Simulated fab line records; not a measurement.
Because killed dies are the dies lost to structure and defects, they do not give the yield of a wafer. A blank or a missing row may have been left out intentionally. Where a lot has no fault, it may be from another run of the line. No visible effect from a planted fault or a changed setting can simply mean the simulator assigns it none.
fab line records	flow ritCmos
record: lots: 6	wafers: 18	lastDay: 7
route steps=202 shown NSD@141 PSD@142 SDANNEAL@153 PLDD@159 NLDD@160 SILICIDE@161 CONTACT@168 M1@202
lots that met no fault: taken from a fault-free run of the same line
startH: start of the lot's first displayed wafer, in hours after the record's first day	waitH: hours since the lot's step before	" repeats the value in the row above	L1.1+2: a row that stands for several wafers	- no value, or no start was given	* or withheld: withheld	< > ~ a bound
route shown NAME@n: a module of which the file shows steps, and the number in the route of the first	usual: mean and standard deviation over wafers with no fault	same: alike in all rows	chamber/n: place in a boat	sites: the reading at each site	_std_site: standard deviation across them	_edge_site: mean of outer sites minus mean of inner sites	radiusMm: how far each site lies from the wafer's centre	mask NAME#n: copy n	behind: tool/chamber where the wafer was last shaped	hold: reason for holding the lot/hours on hold/outcome of the hold	device: the transistor (n, p or np) that didn't switch	end of line: the same wafers' tests at the end of the route	where a step has no rows: the recipe by itself	killed: not the wafer's yield, but the dies lost to structure and defects at the first sort	map: the dies of a wafer, with x for killed, . for not killed, _ for no die there
set.NAME: the setting as run; set.NAME@STEP: as run at that earlier step	model.NAME: the simulator's own value behind a step, which no gauge read
lots at selected steps of the route; one table per step, one row per wafer
services: when a tool's chamber went out of use (startH, in hours from the record's first day, below 0 if earlier), for how many hours, and the reason
== steps ==
step: RIT_NSD_TW_MEAS_10
usual: NSD_TW: 3166/20
lot.wafer	tool	chamber	startH	waitH	NSD_TW
L106.2	filmMetro-04	-	64.05	0.1	3192
L106.3	"	-	"	"	3215
L106.4	"	-	"	"	3177
L108.3	filmMetro-03	-	73.26	0.1	3128
L108.5	"	-	"	"	3142
L108.6	"	-	"	"	3136
L110.3	filmMetro-04	-	87.79	0.1	3200
L110.4	"	-	"	"	3184
L110.6	"	-	"	"	3167
L111.1	filmMetro-03	-	89.52	0.1	3140
L111.3	"	-	"	"	3139
L111.4	"	-	"	"	3141
L114.2	filmMetro-02	-	104.38	0.1	3178
L114.3	"	-	"	"	3171
L114.5	"	-	"	"	3179
L126.2	filmMetro-03	-	164.42	0.1	3181
L126.3	"	-	"	"	3168
L126.4	"	-	"	"	3181
step: RIT_PSD_HMDS_00
recipe: primeTimeS: 60	primeTempC: 140
step: RIT_PSD_COAT_01
recipe: resist: NOVOLAK	spinRpm: 3250	resistThkNm: 1000
step: RIT_PSD_SOFTBAKE_02
recipe: resist: NOVOLAK	tempC: 90	timeS: 60
step: RIT_PSD_EXPOSE_03
recipe: maskId: M10	na: 0.57	targetCdNm: 40900	doseMj: 250
step: RIT_PSD_PEB_04
recipe: resist: NOVOLAK	tempC: withheld	timeS: withheld
step: RIT_PSD_DEVELOP_05
recipe: resist: NOVOLAK	developTimeS: 50	devTempC: 23
step: RIT_PSD_OVL_MEAS_06
usual: PSD_OVL: -0.4/1.4
lot.wafer	tool	chamber	startH	waitH	PSD_OVL[nm]
L106.2	overlay-02	-	65.09	-	-1.1
L106.3	"	-	"	"	-0.4
L106.4	"	-	"	"	-1.9
L108.3	overlay-02	-	74.28	-	1.3
L108.5	"	-	"	"	1.4
L108.6	"	-	"	"	-0.9
L110.3	overlay-01	-	88.82	-	-2.4
L110.4	"	-	"	"	-1.4
L110.6	"	-	"	"	-1.5
L111.1	overlay-01	-	90.43	-	-2.9
L111.3	"	-	"	"	-2.9
L111.4	"	-	"	"	-1.2
L114.2	overlay-02	-	105.31	-	-0.5
L114.3	"	-	"	"	2.6
L114.5	"	-	"	"	0.7
L126.2	overlay-02	-	165.33	-	0.7
L126.3	"	-	"	"	-1.1
L126.4	"	-	"	"	-0.6
step: RIT_PSD_HARDBAKE_07
recipe: resist: NOVOLAK	tempC: 140	timeS: 60
step: RIT_PSD_IMPLANT_08
recipe: species: BF2	energyKev: 27.4	doseCm2: 5e+15	tiltDeg: 7
step: RIT_PSD_STRIP_09
recipe: chemistry: O2	timeS: 180	resist: NOVOLAK	platenTempC: withheld	powerW: 500	pressureMtorr: 4000	o2FlowSccm: 4000
step: RIT_PSD_TW_MEAS_10
usual: PSD_TW: 3494/21
lot.wafer	tool	chamber	startH	waitH	PSD_TW
L106.2	filmMetro-03	-	65.60	0.1	3465
L106.3	"	-	"	"	3468
L106.4	"	-	"	"	3460
L108.3	filmMetro-04	-	74.80	0.1	3531
L108.5	"	-	"	"	3514
L108.6	"	-	"	"	3500
L110.3	filmMetro-04	-	89.34	0.1	3521
L110.4	"	-	"	"	3525
L110.6	"	-	"	"	3531
L111.1	filmMetro-03	-	90.94	0.1	3474
L111.3	"	-	"	"	3488
L111.4	"	-	"	"	3477
L114.2	filmMetro-02	-	105.82	0.1	3485
L114.3	"	-	"	"	3515
L114.5	"	-	"	"	3478
L126.2	filmMetro-02	-	165.89	0.1	3482
L126.3	"	-	"	"	3479
L126.4	"	-	"	"	3467
step: RIT_SDANNEAL_CLEAN_00
recipe: chemistry: SC1	mix: 3:3:50	timeS: 600	tempC: 75
usual: tempC: 74.98/0.13
lot.wafer	tool	chamber	startH	waitH	tempC
L106.2	wetBench-01	2	65.65	0.0	74.79
L106.3	"	2	"	"	74.89
L106.4	"	2	"	"	75.07
L108.3	wetBench-02	1	74.84	0.0	74.93
L108.5	"	1	"	"	74.93
L108.6	"	1	"	"	75.06
L110.3	wetBench-04	3	89.38	0.0	75.08
L110.4	"	3	"	"	75.03
L110.6	"	3	"	"	74.98
L111.1	wetBench-02	2	91.00	0.1	74.91
L111.3	"	2	"	"	74.81
L111.4	"	2	"	"	74.76
L114.2	wetBench-02	1	105.87	0.0	75.09
L114.3	"	1	"	"	75.07
L114.5	"	1	"	"	74.88
L126.2	wetBench-04	1	165.94	0.0	75.00
L126.3	"	1	"	"	74.89
L126.4	"	1	"	"	75.18
step: RIT_SDANNEAL_CLEAN_01
recipe: chemistry: dHF	dilution: 50:1	timeS: 30
step: RIT_SDANNEAL_CLEAN_02
recipe: chemistry: SC2	mix: 3:3:50	timeS: 600	tempC: 75	dry: n2Spin
step: RIT_SDANNEAL_RTA_03
recipe: tempC: 1050	timeS: 5	idleTempC: 600	rampUpCPerS: 342	rampDownCPerS: 171	coolToC: 600	ambient: N2
usual: wafer_temp_C_max: 1053.6/1.3
lot.wafer	tool	chamber	startH	waitH	wafer_temp_C_max
L106.2	rtpAnneal-01	0	66.03	0.0	1052.3
L106.3	"	0	"	"	1052.9
L106.4	"	0	"	"	1052.8
L108.3	rtpAnneal-01	0	75.23	0.0	1052.8
L108.5	"	0	"	"	1054.4
L108.6	"	0	"	"	1054.6
L110.3	rtpAnneal-01	0	90.18	0.0	1055.5
L110.4	"	0	"	"	1053.8
L110.6	"	0	"	"	1053.9
L111.1	rtpAnneal-02	0	91.54	0.0	1053.1
L111.3	"	0	"	"	1053.3
L111.4	"	0	"	"	1054.2
L114.2	rtpAnneal-01	0	106.27	0.0	1054.7
L114.3	"	0	"	"	1052.3
L114.5	"	0	"	"	1053.0
L126.2	rtpAnneal-01	0	166.51	0.0	1055.3
L126.3	"	0	"	"	1054.6
L126.4	"	0	"	"	1052.2
step: RIT_SDANNEAL_RS_MEAS_04
recipe: thkMeasGauge: four-point-probe
usual: PSD_RS: 115.08/0.29
lot.wafer	tool	chamber	startH	waitH	PSD_RS[ohm/sq]
L106.2	filmMetro-04	-	66.10	0.1	115.56
L106.3	"	-	"	"	115.29
L106.4	"	-	"	"	115.09
L108.3	filmMetro-04	-	75.31	0.1	115.25
L108.5	"	-	"	"	114.95
L108.6	"	-	"	"	115.40
L110.3	filmMetro-04	-	90.26	0.1	115.15
L110.4	"	-	"	"	115.03
L110.6	"	-	"	"	115.19
L111.1	filmMetro-04	-	91.60	0.0	115.02
L111.3	"	-	"	"	115.38
L111.4	"	-	"	"	115.00
L114.2	filmMetro-03	-	106.33	0.1	115.41
L114.3	"	-	"	"	115.80
L114.5	"	-	"	"	116.01
L126.2	filmMetro-04	-	166.58	0.1	115.06
L126.3	"	-	"	"	114.98
L126.4	"	-	"	"	115.15
step: RIT_SDANNEAL_RS_MEAS_05
recipe: thkMeasGauge: four-point-probe
usual: NSD_RS: 84.65/0.27
lot.wafer	tool	chamber	startH	waitH	NSD_RS[ohm/sq]
L106.2	filmMetro-04	-	66.22	0.1	84.84
L106.3	"	-	"	"	84.82
L106.4	"	-	"	"	85.06
L108.3	filmMetro-04	-	75.43	0.1	84.50
L108.5	"	-	"	"	84.44
L108.6	"	-	"	"	84.52
L110.3	filmMetro-04	-	90.38	0.1	84.64
L110.4	"	-	"	"	84.51
L110.6	"	-	"	"	84.74
L111.1	filmMetro-04	-	91.72	0.1	84.65
L111.3	"	-	"	"	84.48
L111.4	"	-	"	"	84.22
L114.2	filmMetro-03	-	106.45	0.1	84.99
L114.3	"	-	"	"	85.23
L114.5	"	-	"	"	85.10
L126.2	filmMetro-04	-	166.70	0.1	84.54
L126.3	"	-	"	"	84.53
L126.4	"	-	"	"	84.40
step: RIT_SDANNEAL_RS_MEAS_06
recipe: thkMeasGauge: four-point-probe
usual: PLDD_RS: 177.8/0.49
lot.wafer	tool	chamber	startH	waitH	PLDD_RS[ohm/sq]
L106.2	filmMetro-04	-	66.34	0.1	178.0
L106.3	"	-	"	"	177.7
L106.4	"	-	"	"	177.2
L108.3	filmMetro-04	-	75.55	0.1	177.5
L108.5	"	-	"	"	177.1
L108.6	"	-	"	"	177.7
L110.3	filmMetro-04	-	90.50	0.1	177.3
L110.4	"	-	"	"	177.6
L110.6	"	-	"	"	177.2
L111.1	filmMetro-04	-	91.84	0.1	177.2
L111.3	"	-	"	"	177.2
L111.4	"	-	"	"	178.0
L114.2	filmMetro-03	-	106.57	0.1	178.4
L114.3	"	-	"	"	178.7
L114.5	"	-	"	"	177.7
L126.2	filmMetro-04	-	166.82	0.1	178.0
L126.3	"	-	"	"	177.7
L126.4	"	-	"	"	177.8
step: RIT_SDANNEAL_RS_MEAS_07
recipe: thkMeasGauge: four-point-probe
usual: NLDD_RS: 151.9/0.53
lot.wafer	tool	chamber	startH	waitH	NLDD_RS[ohm/sq]
L106.2	filmMetro-04	-	66.46	0.1	151.8
L106.3	"	-	"	"	152.4
L106.4	"	-	"	"	152.2
L108.3	filmMetro-04	-	75.67	0.1	152.8
L108.5	"	-	"	"	151.4
L108.6	"	-	"	"	152.1
L110.3	filmMetro-04	-	90.62	0.1	151.4
L110.4	"	-	"	"	151.9
L110.6	"	-	"	"	151.8
L111.1	filmMetro-04	-	91.96	0.1	152.5
L111.3	"	-	"	"	152.0
L111.4	"	-	"	"	152.7
L114.2	filmMetro-03	-	106.69	0.1	151.6
L114.3	"	-	"	"	150.9
L114.5	"	-	"	"	151.3
L126.2	filmMetro-04	-	166.94	0.1	152.7
L126.3	"	-	"	"	152.2
L126.4	"	-	"	"	152.3
step: RIT_SILICIDE_WET_ETCH_00
recipe: chemistry: BOE	target: SiO2	targetDepthNm: 14	timeS: 15	dry: n2Spin	dilution: 10:1	tempC: 21.5
step: RIT_SILICIDE_SPUTTER_01
recipe: material: Ti	targetThkNm: 30	powerW: 354.1	chamberPressurePa: 0.667	gas: Ar	timeS: 240	substrateTempC: 25
usual: cathodeDcPowerW: 354.10/0.07	throttleValvePct: 29.8/1.4
lot.wafer	tool	chamber	startH	waitH	cathodeDcPowerW	throttleValvePct
L106.2	pvdSputter-03	-	66.57	0.0	353.97	31.3
L106.3	"	-	"	"	353.95	30.0
L106.4	"	-	"	"	354.03	28.2
L108.3	pvdSputter-04	-	75.76	0.0	354.05	29.1
L108.5	"	-	"	"	354.12	28.8
L108.6	"	-	"	"	354.11	30.4
L110.3	pvdSputter-04	-	90.71	0.0	354.07	30.4
L110.4	"	-	"	"	354.07	30.6
L110.6	"	-	"	"	354.06	30.3
L111.1	pvdSputter-01	-	92.10	0.0	354.11	29.2
L111.3	"	-	"	"	354.16	28.0
L111.4	"	-	"	"	353.96	32.1
L114.2	pvdSputter-04	-	106.81	0.0	354.17	28.0
L114.3	"	-	"	"	354.07	30.3
L114.5	"	-	"	"	354.11	28.0
L126.2	pvdSputter-04	-	167.05	0.0	354.04	28.8
L126.3	"	-	"	"	354.17	28.3
L126.4	"	-	"	"	354.12	30.4
step: RIT_SILICIDE_RS_MEAS_02
recipe: thkMeasGauge: four-point-probe	reads: Ti_of_SILICIDE_SPUTTER_01
usual: SILICIDE_TI_RS: 47.2/0.74
lot.wafer	tool	chamber	startH	waitH	SILICIDE_TI_RS[ohm/sq]
L106.2	filmMetro-01	-	66.74	0.1	46.4
L106.3	"	-	"	"	46.7
L106.4	"	-	"	"	47.1
L108.3	filmMetro-01	-	75.95	0.1	47.5
L108.5	"	-	"	"	47.7
L108.6	"	-	"	"	46.3
L110.3	filmMetro-01	-	90.90	0.1	45.8
L110.4	"	-	"	"	46.1
L110.6	"	-	"	"	47.6
L111.1	filmMetro-01	-	92.25	0.1	48.1
L111.3	"	-	"	"	47.1
L111.4	"	-	"	"	48.4
L114.2	filmMetro-01	-	106.98	0.1	49.1
L114.3	"	-	"	"	47.5
L114.5	"	-	"	"	49.2
L126.2	filmMetro-01	-	167.22	0.1	47.6
L126.3	"	-	"	"	47.7
L126.4	"	-	"	"	47.3
step: RIT_SILICIDE_THK_MEAS_03
recipe: thkMeasGauge: xrf	reads: Ti_of_SILICIDE_SPUTTER_01
usual: SILICIDE_TI_THK: 30.3/0.4
lot.wafer	tool	chamber	startH	waitH	SILICIDE_TI_THK[nm]
L106.2	filmMetro-01	-	66.85	0.1	30.7
L106.3	"	-	"	"	30.6
L106.4	"	-	"	"	30.2
L108.3	filmMetro-01	-	76.05	0.1	30.1
L108.5	"	-	"	"	30.1
L108.6	"	-	"	"	30.8
L110.3	filmMetro-01	-	91.00	0.1	31.0
L110.4	"	-	"	"	30.8
L110.6	"	-	"	"	30.0
L111.1	filmMetro-01	-	92.37	0.1	29.9
L111.3	"	-	"	"	30.3
L111.4	"	-	"	"	29.6
L114.2	filmMetro-01	-	107.09	0.1	29.2
L114.3	"	-	"	"	30.1
L114.5	"	-	"	"	29.4
L126.2	filmMetro-01	-	167.33	0.1	30.2
L126.3	"	-	"	"	30.0
L126.4	"	-	"	"	30.1
step: RIT_SILICIDE_RTA_04
recipe: tempC: 650	timeS: 10	idleTempC: 25	rampUpS: 5	rampDownS: 5	coolToC: 25	ambient: N2
usual: wafer_temp_C_max: 653.8/0.82
lot.wafer	tool	chamber	startH	waitH	wafer_temp_C_max
L106.2	rtpAnneal-02	0	66.91	0.1	654.3
L106.3	"	0	"	"	654.0
L106.4	"	0	"	"	656.6
L108.3	rtpAnneal-02	0	76.11	0.1	654.7
L108.5	"	0	"	"	655.3
L108.6	"	0	"	"	654.1
L110.3	rtpAnneal-02	0	91.06	0.1	654.5
L110.4	"	0	"	"	654.4
L110.6	"	0	"	"	653.3
L111.1	rtpAnneal-01	0	92.43	0.1	654.1
L111.3	"	0	"	"	652.4
L111.4	"	0	"	"	653.1
L114.2	rtpAnneal-02	0	107.15	0.1	653.4
L114.3	"	0	"	"	654.5
L114.5	"	0	"	"	653.3
L126.2	rtpAnneal-02	0	167.39	0.1	654.4
L126.3	"	0	"	"	654.9
L126.4	"	0	"	"	654.3
step: RIT_SILICIDE_WET_ETCH_05
recipe: chemistry: SPM	target: Ti	tempC: 90	timeS: 120	dry: n2Spin
step: RIT_SILICIDE_RTA_06
recipe: tempC: 750	timeS: 10	idleTempC: 25	rampUpS: 5	rampDownS: 10	coolToC: 25	ambient: N2
usual: wafer_temp_C_max: 754.5/1.1
lot.wafer	tool	chamber	startH	waitH	wafer_temp_C_max
L106.2	rtpAnneal-01	0	67.02	0.0	754.3
L106.3	"	0	"	"	753.4
L106.4	"	0	"	"	753.0
L108.3	rtpAnneal-01	0	76.22	0.0	753.0
L108.5	"	0	"	"	754.5
L108.6	"	0	"	"	754.1
L110.3	rtpAnneal-01	0	91.17	0.0	754.4
L110.4	"	0	"	"	755.0
L110.6	"	0	"	"	756.0
L111.1	rtpAnneal-02	0	92.53	0.0	754.3
L111.3	"	0	"	"	755.2
L111.4	"	0	"	"	754.3
L114.2	rtpAnneal-01	0	107.26	0.0	753.2
L114.3	"	0	"	"	753.3
L114.5	"	0	"	"	752.5
L126.2	rtpAnneal-01	0	167.51	0.0	753.1
L126.3	"	0	"	"	753.9
L126.4	"	0	"	"	752.9
step: RIT_CONTACT_CVD_00
recipe: material: SiO2	targetThkNm: 400	precursor: TEOS	tempC: 390	timeS: 61	rfW: 388.2
step: RIT_CONTACT_THK_MEAS_01
recipe: reads: SiO2_of_CONTACT_CVD_00
usual: CONTACT_TEOS_THK: 395/7.4
lot.wafer	tool	chamber	startH	waitH	CONTACT_TEOS_THK[nm]
L106.2	filmMetro-03	-	67.13	0.0	392
L106.3	"	-	"	"	382
L106.4	"	-	"	"	398
L108.3	filmMetro-03	-	76.33	0.0	387
L108.5	"	-	"	"	406
L108.6	"	-	"	"	402
L110.3	filmMetro-01	-	91.29	0.0	397
L110.4	"	-	"	"	395
L110.6	"	-	"	"	394
L111.1	filmMetro-01	-	92.65	0.0	398
L111.3	"	-	"	"	399
L111.4	"	-	"	"	401
L114.2	filmMetro-02	-	107.37	0.0	391
L114.3	"	-	"	"	403
L114.5	"	-	"	"	407
L126.2	filmMetro-02	-	167.63	0.0	392
L126.3	"	-	"	"	405
L126.4	"	-	"	"	411
step: RIT_CONTACT_HMDS_02
recipe: primeTimeS: 60	primeTempC: 140
step: RIT_CONTACT_COAT_03
recipe: resist: NOVOLAK	spinRpm: 3250	resistThkNm: 1000
step: RIT_CONTACT_SOFTBAKE_04
recipe: resist: NOVOLAK	tempC: 90	timeS: 60
step: RIT_CONTACT_EXPOSE_05
recipe: maskId: M11	na: 0.6	sourceShape: conventional	sigmaOuter: 0.5	targetCdNm: 1000	doseMj: 250
step: RIT_CONTACT_PEB_06
recipe: resist: NOVOLAK	tempC: withheld	timeS: withheld
step: RIT_CONTACT_DEVELOP_07
recipe: resist: NOVOLAK	developTimeS: 120	devTempC: 23
step: RIT_CONTACT_CD_MEAS_08
recipe: targetCdNm: 1000
usual: cdNm: 1000.1/1.9
lot.wafer	tool	chamber	startH	waitH	cdNm
L106.2	cdSem-01	-	68.29	-	998.7
L106.3	"	-	"	"	997.8
L106.4	"	-	"	"	999.8
L108.3	cdSem-01	-	77.38	-	999.9
L108.5	"	-	"	"	1000.5
L108.6	"	-	"	"	1000.4
L110.3	cdSem-01	-	92.52	-	998.7
L110.4	"	-	"	"	998.5
L110.6	"	-	"	"	998.0
L111.1	cdSem-01	-	93.75	-	1000.5
L111.3	"	-	"	"	997.8
L111.4	"	-	"	"	1000.0
L114.2	cdSem-01	-	108.53	-	1002.6
L114.3	"	-	"	"	1002.7
L114.5	"	-	"	"	1000.0
L126.2	cdSem-01	-	168.66	-	999.4
L126.3	"	-	"	"	1002.0
L126.4	"	-	"	"	998.5
step: RIT_CONTACT_OVL_MEAS_09
usual: CONTACT_OVL: 0.7/1.1
lot.wafer	tool	chamber	startH	waitH	CONTACT_OVL[nm]
L106.2	overlay-01	-	68.40	0.1	0.9
L106.3	"	-	"	"	-0.6
L106.4	"	-	"	"	1.0
L108.3	overlay-02	-	77.47	0.1	1.3
L108.5	"	-	"	"	2.3
L108.6	"	-	"	"	0.5
L110.3	overlay-02	-	92.61	0.1	2.9
L110.4	"	-	"	"	1.5
L110.6	"	-	"	"	0.1
L111.1	overlay-01	-	93.87	0.1	-0.5
L111.3	"	-	"	"	-0.4
L111.4	"	-	"	"	0.8
L114.2	overlay-01	-	108.64	0.1	-0.5
L114.3	"	-	"	"	-0.4
L114.5	"	-	"	"	1.0
L126.2	overlay-01	-	168.77	0.1	1.5
L126.3	"	-	"	"	0.5
L126.4	"	-	"	"	0.3
step: RIT_CONTACT_HARDBAKE_10
recipe: resist: NOVOLAK	tempC: 140	timeS: 60
step: RIT_CONTACT_ETCH_11
recipe: targetDepthA: 4800	overEtchFrac: 0.2	stopOn: TiSi2	chemistry: CHF3/CF4/Ar	target: SiO2	CHF3_flow_sccm: 50	cf4FlowSccm: 10	Ar_flow_sccm: 100	O2_flow_sccm: 5	pressureMtorr: 100	rfW: 205.5	timeS: 320
step: RIT_CONTACT_STRIP_12
recipe: chemistry: O2	timeS: 180	resist: NOVOLAK	platenTempC: withheld	powerW: 500	pressureMtorr: 4000	o2FlowSccm: 4000
usual: drypumpMotorCurrentA: 5.8/0.66
lot.wafer	tool	chamber	startH	waitH	drypumpMotorCurrentA	rfHoursCounterH
L106.2	plasmaAsher-03	1	68.78	0.1	4.9	41
L106.3	"	1	"	"	4.9	-
L106.4	"	0	"	"	6.2	-
L108.3	plasmaAsher-03	0	77.90	0.2	6.2	-
L108.5	"	0	"	"	6.2	-
L108.6	"	1	"	"	4.9	-
L110.3	plasmaAsher-03	1	93.03	0.2	4.9	-
L110.4	"	0	"	"	6.2	-
L110.6	"	0	"	"	6.2	-
L111.1	plasmaAsher-04	1	94.25	0.1	5.2	48
L111.3	"	0	"	"	6.3	-
L111.4	"	1	"	"	5.2	-
L114.2	plasmaAsher-03	1	109.01	0.1	4.9	45
L114.3	"	1	"	"	4.9	-
L114.5	"	1	"	"	4.9	-
L126.2	plasmaAsher-03	1	169.14	0.1	4.9	51
L126.3	"	1	"	"	4.9	-
L126.4	"	0	"	"	6.2	-
step: RIT_CONTACT_CD_MEAS_90
recipe: targetCdNm: 1000
usual: cdNm: 1000.3/1.9
lot.wafer	tool	chamber	startH	waitH	cdNm
L106.2	cdSem-01	-	68.97	0.1	1000.1
L106.3	"	-	"	"	998.6
L106.4	"	-	"	"	1000.0
L108.3	cdSem-02	-	78.06	0.1	999.5
L108.5	"	-	"	"	999.8
L108.6	"	-	"	"	1001.0
L110.3	cdSem-01	-	93.19	0.1	998.7
L110.4	"	-	"	"	998.4
L110.6	"	-	"	"	997.9
L111.1	cdSem-02	-	94.42	0.1	1000.2
L111.3	"	-	"	"	998.5
L111.4	"	-	"	"	1000.4
L114.2	cdSem-01	-	109.21	0.1	1003.7
L114.3	"	-	"	"	1003.5
L114.5	"	-	"	"	1000.9
L126.2	cdSem-02	-	169.34	0.1	999.7
L126.3	"	-	"	"	1001.7
L126.4	"	-	"	"	998.2
step: RIT_CONTACT_CLEAN_13
recipe: chemistry: SC1	mix: 3:3:50	timeS: 600	tempC: 75
step: RIT_M1_PROBE_99
usual: killed_at_M0_to_M3: 0.1/0.34	killedAtFrontEnd: 7/3.1	killedDies: 7/3.1	killedOnRim: 1.9/1.5	killedOpen: 3.5/1.9	killedShort: 3.4/2.1
same: grossDies: 264	killed_at_M4_up: 0	killedAtBackSide: 0	killedAtContacts: 0	killedAtOther: 0
lot.wafer	tool	chamber	startH	waitH	killed_at_M0_to_M3	killedAtFrontEnd	killedDies	killedOnRim	killedOpen	killedShort
L106.2	prober-01	-	74.32	0.1	0	7	7	1	6	1
L106.3	prober-01	-	74.37	0.2	0	1	1	1	1	0
L106.4	prober-01	-	74.42	0.2	0	8	8	1	5	3
L108.3	prober-01	-	83.77	0.2	0	11	11	5	5	6
L108.5	prober-01	-	83.87	0.2	0	3	3	1	1	2
L108.6	prober-01	-	83.92	0.2	0	6	6	0	3	3
L110.3	prober-01	-	98.95	0.2	0	5	5	2	2	3
L110.4	prober-01	-	99.00	0.2	0	5	5	2	2	3
L110.6	prober-01	-	99.10	0.2	0	14	14	6	5	9
L111.1	prober-02	-	100.35	0.1	1	36	37	11	2	6
L111.3	prober-02	-	100.45	0.2	0	37	37	9	3	2
L111.4	prober-02	-	100.50	0.2	0	39	39	10	6	3
L114.2	prober-01	-	114.91	0.1	0	21	21	9	2	1
L114.3	prober-01	-	114.96	0.2	0	23	23	9	3	3
L114.5	prober-01	-	115.06	0.2	0	24	24	12	2	2
L126.2	prober-01	-	174.30	0.1	0	4	4	4	3	1
L126.3	prober-01	-	174.35	0.2	1	9	10	6	3	7
L126.4	prober-01	-	174.40	0.2	0	4	4	1	0	4
killed by level:class
L106.2 GATE:geometricParticle:open=3 SILICIDE:geometricParticle:open=3 GATE:geometricParticle:short=1
L106.3 GATE:geometricParticle:open=1
L106.4 GATE:geometricParticle:short=3 GATE:geometricParticle:open=2 REOX:geometricParticle:open=2 SPACER:geometricParticle:open=1
L108.3 GATE:geometricParticle:short=4 FOX1:geometricParticle:open=2 FOX2:geometricParticle:open=1 GATE:geometricParticle:open=1 SPACER:geometricParticle:short=1 SPACER:geometricParticle:open=1 SILICIDE:geometricParticle:short=1
L108.5 GATE:geometricParticle:short=2 FOX1:geometricParticle:open=1
L108.6 FOX2:geometricParticle:open=2 GATE:geometricParticle:short=1 REOX:geometricParticle:short=1 REOX:geometricParticle:open=1 SPACER:geometricParticle:short=1
L110.3 SPACER:geometricParticle:short=2 FOX2:geometricParticle:short=1 GATE:geometricParticle:open=1 SILICIDE:geometricParticle:open=1
L110.4 SILICIDE:geometricParticle:short=2 FOX2:geometricParticle:short=1 REOX:geometricParticle:open=1 SILICIDE:geometricParticle:open=1
L110.6 GATE:geometricParticle:short=3 FOX2:geometricParticle:short=2 GATE:geometricParticle:open=2 SILICIDE:geometricParticle:short=2 FOX1:geometricParticle:open=1 REOX:geometricParticle:short=1 SPACER:geometricParticle:open=1 SPACER:geometricParticle:short=1
L111.1 SDANNEAL:unspecified=29 FOX1:geometricParticle:short=2 GATE:geometricParticle:short=2 SILICIDE:geometricParticle:short=2 SILICIDE:geometricParticle:open=1 M1:geometricParticle:open=1
L111.3 SDANNEAL:unspecified=32 GATE:geometricParticle:open=2 FOX1:geometricParticle:short=1 REOX:geometricParticle:open=1 SILICIDE:geometricParticle:short=1
L111.4 SDANNEAL:unspecified=30 REOX:geometricParticle:open=3 FOX1:geometricParticle:short=2 FOX1:geometricParticle:open=1 GATE:geometricParticle:open=1 GATE:geometricParticle:short=1 SILICIDE:geometricParticle:open=1
L114.2 SDANNEAL:unspecified=18 GATE:geometricParticle:open=1 REOX:geometricParticle:open=1 SILICIDE:geometricParticle:short=1
L114.3 SDANNEAL:unspecified=17 REOX:geometricParticle:open=2 FOX1:geometricParticle:short=1 FOX1:geometricParticle:open=1 REOX:geometricParticle:short=1 SILICIDE:geometricParticle:short=1
L114.5 SDANNEAL:unspecified=20 GATE:geometricParticle:open=1 GATE:geometricParticle:short=1 REOX:geometricParticle:short=1 SILICIDE:geometricParticle:open=1
L126.2 GATE:geometricParticle:open=2 GATE:geometricParticle:short=1 SILICIDE:geometricParticle:open=1
L126.3 GATE:geometricParticle:short=6 FOX2:geometricParticle:open=1 GATE:geometricParticle:open=1 REOX:geometricParticle:open=1 M1:geometricParticle:short=1
L126.4 FOX1:geometricParticle:short=1 GATE:geometricParticle:short=1 SPACER:geometricParticle:short=1 SILICIDE:geometricParticle:short=1
map L111.4 (x killed, . not)
________......._______
_____.........xxxx____
____........x.xxxxx___
___.........x.xxxxxx__
__.......x...xxxxxxxx_
__.........x..xxxxxx._
_................x....
_................x....
_..xx.................
_.....................
__....x.............._
__..................._
___...x.............__
____...............___
_____.............____
________......._______
map L114.5 (x killed, . not)
________......._______
_____.............____
____...............___
___....x............__
__..................._
__...........x......._
_x....................
_x.x..................
_xx...................
_xxxx............x....
__xxxx..............._
__xxxx..............._
___xx...............__
____x..............___
_____.............____
________x......_______
== services ==
tool	chamber	startH	hours	kind
wetBench-01	-	74.24	1.2	repair
pvdSputter-04	-	97.90	2.4	repair
pvdSputter-04	-	100.49	1.0	repair
plasmaAsher-04	-	101.70	3.8	repair
plasmaAsher-04	-	108.75	9.0	pm
plasmaAsher-04	0	108.75	9.0	ventCycle
plasmaAsher-04	1	108.75	9.0	ventCycle
plasmaAsher-04	0	117.75	-	clean
plasmaAsher-04	1	117.75	-	clean
plasmaAsher-03	-	160.65	8.0	repair
== key ==
firstSign: step: RIT_M1_PROBE_99	reading: killedDies	direction: up	sigmas: 7.5	usual: 7	struck: 30
effect: step: RIT_M1_PROBE_99	reading: killedAtFrontEnd	direction: up	sigmas: 7.5	usual: 7	struck: 30
metAt RIT_SDANNEAL_CLEAN_00
struckWafers L111.1,L111.3,L111.4,L114.2,L114.3,L114.5
testerLeftOut L111,L114
onsetBetween 74.84 91.00
fault: kind: chamberParticleSource	tool: wetBench-02	chamber: -	onsetH: 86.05	steps: RIT_SDANNEAL_CLEAN_00	ratePerVisitCm2: 1.9943	endH: 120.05
testerLeftOut: of these lots the tester's yield and bins aren't shown, on N5 and GAA mostly nor the transistor test; their killed dies are dies lost to structure and defects alone, not to doping, threshold or leakage, so they don't give the yield
